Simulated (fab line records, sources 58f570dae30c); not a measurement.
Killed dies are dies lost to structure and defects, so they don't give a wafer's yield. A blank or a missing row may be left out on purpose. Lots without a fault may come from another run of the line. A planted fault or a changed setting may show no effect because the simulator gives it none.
One fault seen from 2 desks | flow berkeley_cmos170 | each desk has only its own numbers; what lay behind them comes last

THE METROLOGY DESK
What the gauges read, lot by lot, whatever tool the lot ran on: means of the sampled wafers that have a number. A lot is out of limits, marked OUT, if its mean lies more than 4 standard deviations from the usual mean; the brackets give that distance.
Columns: A = cd_nm at UCB170_CONTACT_CD_MEAS_15, usual 700.2 nm; B = M1_AL_RS at UCB170_M1_RS_MEAS_01, usual 0.0495 ohm/sq; C = V1_TEOS_THK at UCB170_V1_THK_MEAS_01, usual 1999 nm
lot  | first seen here | A     | B      | C
L728 | day 8 04:40     | 700.3 | 0.0495 | 1997
L729 | day 8 04:55     | 699.1 | 0.0485 | 1984
L732 | day 8 18:35     | 701.6 | 0.0494 | 1987
L730 | day 8 21:13     | 702.8 | 0.0506 | 2000
L734 | day 9 04:44     | 701.1 | 0.0487 | 2004
L735 | day 9 06:40     | 698.4 | 0.0490 | 1986
L733 | day 9 07:32     | 699.6 | 0.0500 | 2017
L736 | day 9 21:55     | 700.9 | 0.0493 | 1999
L738 | day 10 16:41    | 699.2 | 0.0491 | 2005
L737 | day 10 16:47    | 702.4 | 0.0497 | 1991
L744 | day 11 15:04    | 699.4 | 0.0501 | 1940
L746 | day 12 03:05    | 700.8 | 0.0491 | 1928
L749 | day 12 14:01    | 699.4 | 0.0490 | 1984
L750 | day 12 14:19    | 702.3 | 0.0492 | 1993
This desk's finding: nothing out of limits on any of the 14 lots.

THE TOOL OWNER'S DESK: pecvd-03
The tool's own readings at UCB170_V1_CVD_00 (deposits SiO2 from TEOS/O2, target thk 2000 nm, time 250 s): means of the sampled wafers that have a number, for each lot that ran on this tool. A lot is out of limits, marked OUT, if its mean lies more than 4 standard deviations from the usual mean; the brackets give that distance.
Columns: A = heater_power_w at UCB170_V1_CVD_00, usual 262 W; B = rf_fwd_power_W at UCB170_V1_CVD_00, usual 548.4 W
lot  | first seen here | A   | B
L729 | day 8 10:52     | 276 | 549.3
L730 | day 9 02:12     | 275 | 547.0
L733 | day 9 12:38     | 237 | 548.2
L738 | day 10 21:38    | 251 | 550.9
L744 | day 11 20:39    | 277 | 476.8 (-38) OUT
L746 | day 12 06:55    | 289 | 474.6 (-39) OUT
This desk's finding: out of limits on L744, L746; first on L744, day 11 20:39 (rf_fwd_power_W at UCB170_V1_CVD_00). In limits: L729, L730, L733, L738.

PUT TOGETHER
The tool owner's desk could have raised an alarm at day 11 20:39, on L744, L746.
The metrology desk saw nothing out of limits.
The metrology desk has L744, L746 on record, within its limits.
Of the lots named, all ran UCB170_V1_CVD_00 on pecvd-03.

WHAT THE SIMULATOR HAD PUT IN
Process parameter drift: pecvd-03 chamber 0, from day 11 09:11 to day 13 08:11, at UCB170_V1_CVD_00. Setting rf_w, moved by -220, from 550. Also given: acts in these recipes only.
Lots struck among those shown: L744, L746.
Hours from the fault's start to each desk's first reading out of limits: the tool owner's desk, 11.
